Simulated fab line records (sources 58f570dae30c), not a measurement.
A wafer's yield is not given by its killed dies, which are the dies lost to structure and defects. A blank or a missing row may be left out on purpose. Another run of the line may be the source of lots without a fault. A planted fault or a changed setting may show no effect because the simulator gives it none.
A struck lot beside a sound one | flow berkeley-cmos170 | 14 steps out of a route of 331
Sound: wafers L125.1, L125.2, L125.4. Wafers struck: L138.1, L138.2, L138.5. At the end, the cause is stated.
Order at every step that has rows: each side's tool, ch and its chambers, its first start. Under that, the readings that differ: sound wafers | struck wafers | difference of the means | sigmas: that difference in standard deviations of wafers without a fault.
alike: readings with means less than 2 such deviations apart, plus words and numbers identical on both sides. not compared: withheld readings, readings lacking a value on some wafer, bounds such as >300 that could conceal the same value, and numbers that have no deviation in the record and whose values overlap.
A row with sigmas, a row that says differs or no value, or rows on one side alone: a step with any of these is where the two part. Numbers that have no deviation but don't overlap get no sigmas and don't part them. A reading missing from all wafers of one side parts the sides only when that side holds two or more wafers.

UCB170_M2_SPUTTER_01: material Al, target thk 900 nm, time 120 s.
  sound: pvd-sputter-04 at day 9 22:04; struck: pvd-sputter-03 at day 12 22:23
  alike: throttle-valve-pct
UCB170_M2_RS_MEAS_02: a four-point-probe measurement.
  sound: film-metro-02 at day 9 22:09; struck: film-metro-03 at day 12 22:28
  alike: M2_AL_RS
UCB170_M2_THK_MEAS_03: measures by xrf.
  sound: film-metro-02 at day 9 22:16; struck: film-metro-03 at day 12 22:35
  alike: M2_AL_THK
then, 3 steps without rows for these wafers: UCB170_M2_HMDS_04 (prime time 60 s); UCB170_M2_COAT_05 (resist thk 900 nm); UCB170_M2_SOFTBAKE_06 (time 60 s).
UCB170_M2_STRIP_07: strips in O2.
  sound on plasma-asher-04 ch 0,1, day 9 23:22; struck on plasma-asher-01 ch 0,1, day 12 23:05
  alike: drypump-motor-current-A, oes-product-au, strip-time-to-endpoint-s
  not compared: rf-hours-counter-h
then, 5 steps without rows for these wafers: UCB170_M2_STRIP_08 (strips KrF in DMSO, time 600 s); UCB170_M2_COAT_09; UCB170_M2_COAT_10 (resist thk 900 nm); UCB170_M2_SOFTBAKE_11 (time 60 s); UCB170_M2_EXPOSE_12 (exposes mask METAL2, target cd 700 nm).
UCB170_M2_PEB_13:
  sound on litho-track-04 ch 0, day 10 00:59; struck on litho-track-03, day 13 00:46
  no value came back on the struck wafers for chill-plate-temp-C (C), exhaust-pa (Pa), plate-temp-C (C); on the sound wafers chill-plate-temp-C (C) reads 23.23 23.22 23.05
then, 1 step without rows for these wafers: UCB170_M2_DEVELOP_14 (develop time 45 s).

WHERE THEY PART
At UCB170_M2_PEB_13 and nowhere else, as far as this record goes.

WHY: the cause the simulator had injected
Step skipped in full: litho-track-03, at UCB170_M2_PEB_13, from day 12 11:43 onward. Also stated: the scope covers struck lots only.
